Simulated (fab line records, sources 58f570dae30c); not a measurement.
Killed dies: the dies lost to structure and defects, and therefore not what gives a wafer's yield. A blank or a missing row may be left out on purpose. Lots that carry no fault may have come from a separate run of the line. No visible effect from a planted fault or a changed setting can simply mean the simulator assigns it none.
One fault through the eyes of 2 desks || flow berkeley-cmos170 || each desk holds nothing but its own numbers, with what lay behind them at the end

== FOR THE TOOL OWNER'S DESK: implanter-03 ==
UCB170_NWELL_IMPLANT_14, tool's own readings: per-lot mean of the sampled wafers with a number, covering each lot this tool ran. Any lot whose mean is over 4 standard deviations away from the usual mean is out of limits and marked OUT; that distance is given in the brackets.
Columns: A = beam-energy-keV at UCB170_NWELL_IMPLANT_14, usual 149.99
{"lot": "L345", "first seen here": "day 5 00:20", "A": 149.99}
{"lot": "L350", "first seen here": "day 5 13:41", "A": "142.59 (-99 or more) OUT"}
{"lot": "L352", "first seen here": "day 6 03:19", "A": "142.63 (-99 or more) OUT"}
{"lot": "L356", "first seen here": "day 6 15:58", "A": "142.62 (-99 or more) OUT"}
Finding of this desk: L350, L352, L356 out of limits; the first was L350 at day 5 13:41, on beam-energy-keV at UCB170_NWELL_IMPLANT_14. L345: within limits.

== AT THE METROLOGY DESK ==
Lot by lot, what the gauges showed, no matter which tool ran the lot: averages of those sampled wafers that carry a number. Any lot whose mean is over 4 standard deviations away from the usual mean is out of limits and marked OUT; that distance is given in the brackets.
Columns: A = NWELL_OXIDE_THK at UCB170_NWELL_THK_MEAS_02, usual 26.4 nm; B = NWELL_NITRIDE_THK at UCB170_NWELL_THK_MEAS_05, usual 214.2 nm; C = NWELL_OVL at UCB170_NWELL_OVL_MEAS_12, usual -3 nm
{"lot": "L341", "first seen here": "day 3 07:36", "A": 25.9, "B": 213.6, "C": -1}
{"lot": "L345", "first seen here": "day 4 16:19", "A": 26.0, "B": 213.8, "C": -2}
{"lot": "L349", "first seen here": "day 5 04:09", "A": 26.5, "B": 216.4, "C": -10}
{"lot": "L350", "first seen here": "day 5 04:11", "A": 26.6, "B": 214.8, "C": -0}
{"lot": "L352", "first seen here": "day 5 19:42", "A": 26.2, "B": 214.9, "C": -10}
{"lot": "L356", "first seen here": "day 6 08:15", "A": 27.0, "B": 213.3, "C": -6}
{"lot": "L358", "first seen here": "day 6 16:25", "A": 25.6, "B": 212.2, "C": 3}
This desk found nothing out of limits on any of the 7 lots.

== ALL TOGETHER ==
The tool owner's desk had the chance to raise an alarm at day 5 13:41 on L350, L352, L356.
From the metrology desk's view, nothing was out of limits.
The metrology desk has L350, L352, L356 on record, within its limits.
Of the lots named, all ran UCB170_NWELL_IMPLANT_14 on implanter-03.

== WHAT THE SIMULATOR PUT IN ==
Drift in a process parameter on implanter-03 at UCB170_NWELL_IMPLANT_14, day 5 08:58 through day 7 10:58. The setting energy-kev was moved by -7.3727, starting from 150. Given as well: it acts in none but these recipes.
Lots struck among those shown: L350, L352, L356.
Hours from the fault's start to each desk's first reading out of limits: the tool owner's desk, 5.
